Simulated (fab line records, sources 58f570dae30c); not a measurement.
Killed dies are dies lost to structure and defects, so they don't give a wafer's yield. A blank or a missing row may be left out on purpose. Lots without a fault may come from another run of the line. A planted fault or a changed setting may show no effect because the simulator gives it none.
A struck lot beside a sound one | flow berkeley_cmos170 | 14 steps out of a route of 331
Sound: wafers L672.3, L672.4, L672.6. Struck: wafers L670.2, L670.5, L670.6. The cause comes at the end.
At each step with rows: each side's tool, then ch and its chambers, then its first start. Under that, the readings that differ: sound wafers | struck wafers | difference of the means | sigmas: that difference in standard deviations of wafers without a fault.
alike: readings whose means differ by less than 2 such deviations, and words and numbers that are the same on both sides. not compared: withheld readings, readings that some wafer has no value for, bounds like >300 that may hide the same value, and numbers for which the record gives no deviation and whose values overlap.
The two part at a step that has a row with sigmas, a row that says differs or no value, or rows on one side only. Numbers that don't overlap but have no deviation are shown without sigmas and don't part them. A reading that every wafer of one side lacks parts them only if that side has two wafers or more.

UCB170_ZERO_ETCH_06: etches SiO2 in CHF3/CF4/Ar, time 12 s.
  sound on rie_diel-03 ch 0,2, day 5 03:04; struck on rie_diel-04 ch 2,3, day 4 14:58
  alike: drypump_motor_current_A, mfc_ar_sccm, oes_product_au, throttle_valve_pct
  not compared: rf_hours_counter_h
UCB170_ZERO_STRIP_07: strips in O2.
  sound on plasma_asher-03 ch 0,1, day 5 03:08; struck on plasma_asher-02 ch 0,1, day 4 14:59
  alike: drypump_motor_current_A, oes_product_au, strip_time_to_endpoint_s
  not compared: rf_hours_counter_h
then, 2 steps without rows for these wafers: UCB170_NWELL_WET_ETCH_00 (etches SiO2 in dHF, time 200 s); UCB170_NWELL_OXIDATION_01 (target thk 26.4 nm, ox time 1260 s).
UCB170_NWELL_THK_MEAS_02:
  sound on film_metro-04, day 5 09:25; struck on film_metro-01, day 4 21:13
  alike: NWELL_OXIDE_THK
then, 2 steps without rows for these wafers: UCB170_NWELL_ANNEAL_03 (time 900 s); UCB170_NWELL_CVD_04 (deposits Si3N4 from SiH2Cl2/NH3, target thk 224 nm, time 3360 s).
UCB170_NWELL_THK_MEAS_05:
  sound on film_metro-02, day 5 20:43; struck on film_metro-02, day 5 06:16
  alike: NWELL_NITRIDE_THK
then, 4 steps without rows for these wafers: UCB170_NWELL_HMDS_06 (prime time 60 s); UCB170_NWELL_COAT_07 (resist thk 912.1 nm); UCB170_NWELL_SOFTBAKE_08 (time 60 s); UCB170_NWELL_EXPOSE_09 (exposes mask NWELL, target cd 3000 nm).
UCB170_NWELL_PEB_10:
  sound on litho_track-03 ch 0, day 5 21:49; struck on litho_track-02, day 5 07:25
  no value came back on the struck wafers for chill_plate_temp_C (C), exhaust_pa (Pa); on the sound wafers chill_plate_temp_C (C) reads 22.97 23.12 23.07
then, 1 step without rows for these wafers: UCB170_NWELL_DEVELOP_11 (develop time 45 s).

WHERE THEY PART
Only at UCB170_NWELL_PEB_10, within this record.

WHY: what the simulator had put in
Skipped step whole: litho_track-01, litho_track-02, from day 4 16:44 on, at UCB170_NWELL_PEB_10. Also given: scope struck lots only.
